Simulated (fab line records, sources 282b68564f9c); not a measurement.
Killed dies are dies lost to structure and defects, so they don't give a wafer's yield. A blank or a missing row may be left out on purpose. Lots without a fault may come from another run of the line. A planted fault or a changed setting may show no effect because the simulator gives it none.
Split-lot experiment | flow rit_cmos | 5 lots, 23 wafers read, on a route of 202 steps

THE SPLIT
At RIT_REOX_OXIDATION_03 (target thk 25.2 nm, ox time 5580 s), the setting ox_time_s was moved away from the recipe's 5580 s on 20 of the 23 wafers read, by +7.0% to +13.2%. The other wafers ran this setting at the recipe's value.

FROM THE SPLIT TO THE READING: what the file shows between them, 1 step
- RIT_NSD_HARDBAKE_07: time 60 s (also split here: temp_c)

THE READING
etest.pldd.rs_ohm_sq (the simulator's own value, which no gauge read), at RIT_M1_PROBE_99. The file gives no usual value for it. The 3 wafers here that ran the recipe average 445.9, standard deviation 5.4.

wafer  | tool, chamber at the split | ox_time_s as run, s | against the recipe | etest.pldd.rs_ohm_sq | against lot-mates on the recipe
L078.1 | -, -                       | 6088                | +9.1%              | 570.1                | no lot-mate on the recipe
L078.3 | -, -                       | 6088                | +9.1%              | 590.7                | no lot-mate on the recipe
L078.4 | -, -                       | 6088                | +9.1%              | 569                  | no lot-mate on the recipe
L078.5 | -, -                       | 6088                | +9.1%              | 582.5                | no lot-mate on the recipe
L078.6 | -, -                       | 6088                | +9.1%              | 595.6                | no lot-mate on the recipe
L080.2 | -, -                       | 6274                | +12.4%             | 619.5                | no lot-mate on the recipe
L080.3 | -, -                       | 6274                | +12.4%             | 684.6                | no lot-mate on the recipe
L080.4 | -, -                       | 6274                | +12.4%             | 619.5                | no lot-mate on the recipe
L080.5 | -, -                       | 6274                | +12.4%             | 657.4                | no lot-mate on the recipe
L080.6 | -, -                       | 6274                | +12.4%             | 648.2                | no lot-mate on the recipe
L082.1 | furnace-03, 0              | 5580                | recipe             | 449.8                | -
L082.5 | furnace-03, 0              | 5580                | recipe             | 449.6                | -
L082.6 | furnace-03, 0              | 5580                | recipe             | 438.3                | -
L084.2 | -, -                       | 6314                | +13.2%             | 668.7                | no lot-mate on the recipe
L084.3 | -, -                       | 6314                | +13.2%             | 644.1                | no lot-mate on the recipe
L084.4 | -, -                       | 6314                | +13.2%             | 664.8                | no lot-mate on the recipe
L084.5 | -, -                       | 6314                | +13.2%             | 628.8                | no lot-mate on the recipe
L084.6 | -, -                       | 6314                | +13.2%             | 651.1                | no lot-mate on the recipe
L085.1 | -, -                       | 5968                | +7.0%              | 596.9                | no lot-mate on the recipe
L085.2 | -, -                       | 5968                | +7.0%              | 578.1                | no lot-mate on the recipe
L085.3 | -, -                       | 5968                | +7.0%              | 545.5                | no lot-mate on the recipe
L085.5 | -, -                       | 5968                | +7.0%              | 600.7                | no lot-mate on the recipe
L085.6 | -, -                       | 5968                | +7.0%              | 572.8                | no lot-mate on the recipe

THE FIT
A straight line over all 23 wafers: etest.pldd.rs_ohm_sq changes by +15.2 for each +1% of ox_time_s; r = +0.95; the points scatter about the line by 21.
Too few moved wafers have a lot-mate on the recipe to fit a line with each lot's own level taken away.

THE WHOLE CHAIN: every reading that the file lists as answering this split, in the file's order
step                  | what it does                       | reading                                                                           | change (the file's fit)               | r (the file's)
RIT_REOX_OXIDATION_03 | target thk 25.2 nm, ox time 5580 s | SiO2_of_REOX_OXIDATION_03.thk_nm (the simulator's own value, which no gauge read) | +0.218 nm for each +1% of the setting | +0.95
RIT_M1_PROBE_99       |                                    | etest.pldd.rs_ohm_sq (the simulator's own value, which no gauge read)             | +15.2 for each +1% of the setting     | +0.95

THE FILE'S OWN FIT
etest.pldd.rs_ohm_sq changes by +15.2 for each +1% of ox_time_s, r = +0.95.
